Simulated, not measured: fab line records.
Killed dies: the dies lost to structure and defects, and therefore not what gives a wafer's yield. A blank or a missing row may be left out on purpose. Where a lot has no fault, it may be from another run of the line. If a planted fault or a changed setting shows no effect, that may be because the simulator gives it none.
Which tool was responsible? -- flow berkeley-cmos170 -- at 1 step of a route of 331, 15 lots with 45 wafers sampled

WHAT THE GAUGES SHOWED, per wafer
Not one reading of a measure or inspect step in the record can be checked against a usual standard deviation.

WHAT TOOL EACH LOT RAN ON (gives the tool, then ch and the chambers of the sampled wafers, and finally the start)
lot,UCB170_V2_SOFTBAKE_08
L769,"litho-track-02 ch 0, day 8 15:29"
L767,"litho-track-01 ch 0, day 8 15:47"
L766,"litho-track-03 ch 0, day 8 15:49"
L771,"litho-track-03 ch 0, day 9 08:06"
L774,"litho-track-03 ch 0, day 9 09:51"
L773,"litho-track-03 ch 0, day 9 18:35"
L777,"litho-track-03 ch 0, day 10 09:40"
L779,"litho-track-01 ch 0, day 10 22:52"
L781,"litho-track-03 ch 0, day 10 23:08"
L782,"litho-track-03 ch 0, day 11 00:03"
L780,"litho-track-03 ch 0, day 11 05:04"
L788,"litho-track-01 ch 0, day 12 09:12"
L785,"litho-track-02 ch 0, day 12 09:37"
L786,"litho-track-01 ch 0, day 12 09:37"
L789,"litho-track-02 ch 0, day 12 17:24"
- UCB170_V2_SOFTBAKE_08: time 60 s.

WHAT THE TOOLS THEMSELVES READ (means of the sampled wafers that have a number; where no wafer has one, the mark that the record gives instead)
UCB170_V2_SOFTBAKE_08. Usual: heater-power-total-W 56.81 W, standard deviation 0.051; run-length-s 89.12 s, standard deviation 0.15.
lot,tool,heater-power-total-W (W),run-length-s (s),flag
L769,litho-track-02,56.81,88.93,
L767,litho-track-01,56.78,89.45,
L766,litho-track-03,56.73,88.98,
L771,litho-track-03,56.79,89.07,
L774,litho-track-03,56.82,89.07,
L773,litho-track-03,56.84,89.12,
L777,litho-track-03,56.83,89.04,
L779,litho-track-01,56.80,89.16,
L781,litho-track-03,61.35,75.01,OFF
L782,litho-track-03,61.32,75.06,OFF
L780,litho-track-03,61.28,75.09,OFF
L788,litho-track-01,56.83,89.33,
L785,litho-track-02,56.83,89.13,
L786,litho-track-01,56.82,89.26,
L789,litho-track-02,56.81,89.03,

THE ANSWER, worked out from the rows above alone
Rule: a lot counts as off when the mean over its wafers that have a number is more than 3 standard deviations away from the usual mean. A lot without any number at a reading at which 4 lots or more have one is off too. Any other lot the step has rows for is counted as sound. After the gauges, taken in route order, come the tools' own readings; for these a lot's mean is taken, as printed above. The first step at which some lot is off is used, and at that step the reading that is off furthest; a lot without a number counts as furthest.
Off: L781, L782, L780, at UCB170_V2_SOFTBAKE_08 (run-length-s).
A tool fits if, at that step or a process step before it, it ran every lot that is off, and no sound lot after the first of them. One fits: UCB170_V2_SOFTBAKE_08 on litho-track-03. Its last sound lot is L777 (day 10 09:40), its first lot that is off L781 (day 10 23:08): a fault that began between those two fits.
The tool's own readings at UCB170_V2_SOFTBAKE_08 bear it out: on the lots that are off they differ by more than 5 times the standard deviation of the sound lots' means. heater-power-total-W reads 61.32 W there against 56.81 W on the sound lots; run-length-s reads 75.05 s there against 89.13 s on the sound lots.

WHAT THE SIMULATOR HAD INSERTED
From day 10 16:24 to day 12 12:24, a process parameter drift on litho-track-03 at UCB170_V2_SOFTBAKE_08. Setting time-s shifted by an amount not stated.
Lots struck among those shown: L781, L782, L780. The rule above found the same.
